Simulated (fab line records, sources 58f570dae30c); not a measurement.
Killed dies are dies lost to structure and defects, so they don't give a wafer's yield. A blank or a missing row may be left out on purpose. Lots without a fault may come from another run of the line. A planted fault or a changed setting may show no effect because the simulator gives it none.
Chamber matching | flow berkeley_cmos170 | UCB170_GATE_ETCH_15 on rie_si-01: 4 sister chambers
The step etches poly-Si in HBr/Cl2, stops on SiO2, time 56.3 s, target depth 278.2 nm. 7 wafers are shown with their chamber, then 7 later ones without.

WAFERS WITH THEIR CHAMBER
wafer  | chamber | throttle_valve_pct (%) | oes_product_au (a.u.)
L389.2 | 1       | 26.29                  | 0.812
L393.4 | 3       | 26.67                  | 0.849
L393.5 | 1       | 26.29                  | 0.811
L397.3 | 3       | 26.69                  | 0.839
L403.3 | 0       | 26.33                  | 0.828
L405.4 | 2       | 26.58                  | 0.850
L405.5 | 2       | 26.57                  | 0.853

WAFERS WITHOUT THEIR CHAMBER
wafer  | throttle_valve_pct (%) | oes_product_au (a.u.)
L405.6 | 26.68                  | 0.837
L408.1 | 26.68                  | 0.834
L408.4 | 26.34                  | 0.821
L408.6 | 26.57                  | 0.853
L412.1 | 26.34                  | 0.824
L412.3 | 26.67                  | 0.830
L412.4 | 26.30                  | 0.801

WHICH CHAMBER EACH WENT THROUGH
wafer  | from the rows above | in truth
L405.6 | 3                   | 3
L408.1 | 3                   | 3
L408.4 | 0                   | 0
L408.6 | 2                   | 2
L412.1 | 0                   | 0
L412.3 | 3                   | 3
L412.4 | 1                   | 1
Placed correctly: 7 of 7. Can't be placed from these rows: 0. Placed wrongly: 0.
How it was worked out, from the rows above alone: a wafer's distance from a chamber is the root of the sum, over the readings, of the square of ((its reading less the chamber's mean) divided by the reading's scatter). The wafer belongs to the nearest chamber; if the next one is less than 2 further off, it can't be placed. A chamber's mean is the mean of its shown wafers. The scatter: the root of (the sum of the squares of (reading less its chamber's mean) over the shown wafers, divided by (wafers less chambers)).
